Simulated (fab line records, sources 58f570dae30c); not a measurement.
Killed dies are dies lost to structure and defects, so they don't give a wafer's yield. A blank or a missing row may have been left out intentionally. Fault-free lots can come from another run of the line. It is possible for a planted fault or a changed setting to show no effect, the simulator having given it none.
Split-lot experiment ; flow berkeleyCmos170 ; on a route of 331 steps: 5 lots, 23 wafers read

## THE SPLIT ITSELF
At UCB170_M1_EXPOSE_06 (exposes mask METAL1, target cd 700 nm), the setting doseMj was moved away from the recipe's 21 on 9 of the 23 wafers read, by -3.2% to +3.8%. This setting was run at the recipe's value on the other wafers.

## FROM THE SPLIT TO THE READING: what the file shows between them, 6 steps
- UCB170_M1_PEB_07
- UCB170_M1_DEVELOP_08: develop time 45 s
- UCB170_M1_CD_MEAS_09: target cd 700 nm
- UCB170_M1_ETCH_11: etches BARC in N2/H2
- UCB170_M1_METAL_ETCH_12: etches Al in Cl2/BCl3, stops on PSG, target depth 780 nm, time 130 s
- UCB170_M1_STRIP_13: strips in O2

## THE READING
At UCB170_M1_CD_MEAS_90: cdNm in nanometres, against a target cd of 700 nm. A value of 701.1 nm with a standard deviation of 2.4 nm is what fault-free wafers of this fab line usually give.

wafer;tool, chamber at the split;doseMj as run;against the recipe;cdNm, nm;against lot-mates on the recipe
L074.1;krfScanner-02, 0;21;recipe;703.5;-
L074.2;krfScanner-02, 0;21;recipe;702.1;-
L074.3;krfScanner-02, 0;21.79;+3.8%;698.2;-4.0
L074.4;krfScanner-02, 0;21.79;+3.8%;695.2;-7.0
L074.6;krfScanner-02, 0;21;recipe;700.9;-
L075.1;krfScanner-01, 0;21;recipe;699.3;-
L075.3;krfScanner-01, 0;20.32;-3.2%;702.9;+3.4
L075.4;krfScanner-01, 0;21;recipe;702.0;-
L075.5;krfScanner-01, 0;21;recipe;697.3;-
L075.6;krfScanner-01, 0;20.32;-3.2%;705.9;+6.4
L077.1;krfScanner-02, 0;21.69;+3.3%;697.8;-4.5
L077.2;krfScanner-02, 0;21;recipe;702.1;-
L077.3;krfScanner-02, 0;21;recipe;702.7;-
L077.4;krfScanner-02, 0;21.69;+3.3%;698.5;-3.8
L077.6;krfScanner-02, 0;21;recipe;702.2;-
L079.2;krfScanner-02, 0;21;recipe;702.1;-
L079.3;krfScanner-02, 0;21;recipe;702.4;-
L079.4;krfScanner-02, 0;20.4;-2.9%;706.0;+3.8
L079.5;krfScanner-02, 0;20.4;-2.9%;705.6;+3.4
L079.6;krfScanner-02, 0;20.4;-2.9%;705.3;+3.0
L081.3;krfScanner-01, 0;21;recipe;698.9;-
L081.4;krfScanner-01, 0;21;recipe;698.3;-
L081.6;krfScanner-01, 0;21;recipe;699.4;-

FIT RESULTS
A straight line over all 23 wafers: cdNm changes by -1.18 nm for each +1% of doseMj; r = -0.82; the points scatter about the line by 1.7 nm.
The same after taking each lot's own level away (the mean of its wafers on the recipe; 23 wafers): -1.35 nm for each +1%; r = -0.93; scatter 1.1 nm.
On that fit, the largest move of doseMj shifts the reading by 5.1 nm.
Across the lots, their own levels run from 698.87 to 702.33 nm, a range of 1.4 times the standard deviation given above.
So the slope is not independent of the lot-to-lot level: the two fits are not the same.
Check: for one of the wafers moved furthest among these (+3.8%), held out of the fit, the line's prediction against its lot-mates is -5.41 nm. It came out at -3.97 nm against them.

## FURTHER SPLITS ON THESE WAFERS
Before the reading, these wafers also passed through other splits. Each is held against what the fit with the lots' levels taken away leaves over:
other split on the same wafers;wafers away from the commonest value;r with cdNm (lot level and that fit taken away)
UCB170_CONTACT_EXPOSE_12 doseMj;8;-0.19

## THE WHOLE CHAIN: every reading that the file lists as answering this split, in the file's order
step;what it does;reading;change (the file's fit);r (the file's)
UCB170_M1_CD_MEAS_09;target cd 700 nm;cdNm;-1.62 nm for each +1% of the setting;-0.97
UCB170_M1_ETCH_11;etches BARC in N2/H2;M1.cdNm (the simulator's own value, which no gauge read);-1.65 nm for each +1% of the setting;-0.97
UCB170_M1_METAL_ETCH_12;etches Al in Cl2/BCl3, stops on PSG, target depth 780 nm, time 130 s;M1.cdNm (the simulator's own value, which no gauge read);-1.35 nm for each +1% of the setting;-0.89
UCB170_M1_CD_MEAS_90;target cd 700 nm;cdNm;-1.38 nm for each +1% of the setting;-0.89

## FILE'S OWN FIT
cdNm changes by -1.38 nm for each +1% of doseMj, r = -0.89.
